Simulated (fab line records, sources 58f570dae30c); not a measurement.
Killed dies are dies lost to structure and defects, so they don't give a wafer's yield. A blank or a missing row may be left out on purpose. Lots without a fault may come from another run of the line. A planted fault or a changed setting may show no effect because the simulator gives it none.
Which tool did it? | flow berkeley_cmos170 | 14 lots, 42 wafers sampled, at 2 steps of a route of 331

WHAT THE GAUGES READ, wafer by wafer
UCB170_PVT_TW_MEAS_09. Usual: PVT_TW 510, standard deviation 3.4.
lot  | measured     | on            | PVT_TW                        | flag
L887 | day 6 01:39  | film_metro-02 | 513 514 514                   |
L889 | day 6 07:29  | film_metro-04 | 509 506 507                   |
L888 | day 6 07:44  | film_metro-02 | 514 515 517                   |
L890 | day 7 06:14  | film_metro-04 | 507 505 506                   |
L891 | day 7 06:28  | film_metro-02 | 508 508 510                   |
L897 | day 8 06:13  | film_metro-03 | 1045 1052 1050 1045 1048 1044 | OFF
L900 | day 8 21:24  | film_metro-02 | 1060 1061 1059 1060 1054 1058 | OFF
L904 | day 9 23:35  | film_metro-04 | 505 504 503                   |
L906 | day 10 09:26 | film_metro-03 | 509 507 506                   |
L905 | day 10 09:38 | film_metro-03 | 508 510 508                   |
L907 | day 10 15:12 | film_metro-04 | 509 510 510                   |
L910 | day 11 08:09 | film_metro-02 | 512 512 510                   |
L909 | day 11 08:25 | film_metro-03 | 507 509 508                   |
L908 | day 11 08:42 | film_metro-02 | 514 513 512                   |

WHICH TOOL RAN EACH LOT (tool, then ch and the chambers of the sampled wafers, then the start)
lot  | UCB170_PVT_IMPLANT_07
L887 | implanter-04 ch 0, day 6 01:26
L889 | implanter-04 ch 0, day 6 07:14
L888 | implanter-03 ch 0, day 6 07:31
L890 | implanter-01 ch 0, day 7 06:01
L891 | implanter-04 ch 0, day 7 06:13
L897 | implanter-04 ch 0, day 8 05:55
L900 | implanter-04 ch 0, day 8 21:10
L904 | implanter-03 ch 0, day 9 23:20
L906 | implanter-03 ch 0, day 10 09:11
L905 | implanter-03 ch 0, day 10 09:23
L907 | implanter-03 ch 0, day 10 14:59
L910 | implanter-03 ch 0, day 11 07:55
L909 | implanter-04 ch 0, day 11 08:11
L908 | implanter-03 ch 0, day 11 08:28
- UCB170_PVT_IMPLANT_07

WHAT THE TOOLS THEMSELVES READ (means of the sampled wafers that have a number; where no wafer has one, the mark that the record gives instead)
UCB170_PVT_IMPLANT_07. Usual: beam_on_s 9.99 s, standard deviation 0.2; dose_ions_cm2 2e+12, standard deviation 2e+09; end_station_pressure_torr 4.99e-06 Torr, standard deviation 2.7e-07; faraday_current_uA 6.35, standard deviation 0.13.
lot  | tool         | beam_on_s (s) | dose_ions_cm2 | end_station_pressure_torr (Torr) | faraday_current_uA | flag
L887 | implanter-04 | 9.88          | 2e+12         | 4.89e-06                         | 6.42               |
L889 | implanter-04 | 9.89          | 2e+12         | 5.26e-06                         | 6.42               |
L888 | implanter-03 | 10.03         | 2e+12         | 5.02e-06                         | 6.34               |
L890 | implanter-01 | 9.95          | 2e+12         | 4.88e-06                         | 6.37               |
L891 | implanter-04 | 9.89          | 2e+12         | 5.03e-06                         | 6.42               |
L897 | implanter-04 | 9.92          | 2e+13         | 4.97e-06                         | 63.90              | OFF
L900 | implanter-04 | 10.21         | 2e+13         | 5.00e-06                         | 62.18              | OFF
L904 | implanter-03 | 10.02         | 2e+12         | 5.00e-06                         | 6.35               |
L906 | implanter-03 | 10.02         | 2e+12         | 5.21e-06                         | 6.33               |
L905 | implanter-03 | 10.02         | 2e+12         | 5.02e-06                         | 6.35               |
L907 | implanter-03 | 10.16         | 2e+12         | 4.93e-06                         | 6.25               |
L910 | implanter-03 | 10.07         | 2e+12         | 5.00e-06                         | 6.30               |
L909 | implanter-04 | 9.94          | 2e+12         | 4.92e-06                         | 6.38               |
L908 | implanter-03 | 9.90          | 2e+12         | 4.79e-06                         | 6.39               |

THE ANSWER, worked out from the rows above alone
Rule: a lot is off if the mean of its wafers that have a number lies more than 3 standard deviations from the usual mean. A lot without any number at a reading at which 4 lots or more have one is off too. The other lots that the step has rows for count as sound. The gauges are gone through in route order, then the tools' own readings, and for those a lot's mean is taken as printed above. The first step at which some lot is off is used, and at that step the reading that is off furthest; a lot without a number counts as furthest.
Off: L897, L900, at UCB170_PVT_TW_MEAS_09 (PVT_TW).
A tool fits if, at a process step before that reading, it ran every lot that is off, and no sound lot after the first of them. The gauges at UCB170_PVT_TW_MEAS_09 aren't tried: what is off there is off at UCB170_PVT_IMPLANT_07 too, on other tools, and a gauge's error can't cause that. None of those tried fits.

WHAT THE SIMULATOR HAD PUT IN
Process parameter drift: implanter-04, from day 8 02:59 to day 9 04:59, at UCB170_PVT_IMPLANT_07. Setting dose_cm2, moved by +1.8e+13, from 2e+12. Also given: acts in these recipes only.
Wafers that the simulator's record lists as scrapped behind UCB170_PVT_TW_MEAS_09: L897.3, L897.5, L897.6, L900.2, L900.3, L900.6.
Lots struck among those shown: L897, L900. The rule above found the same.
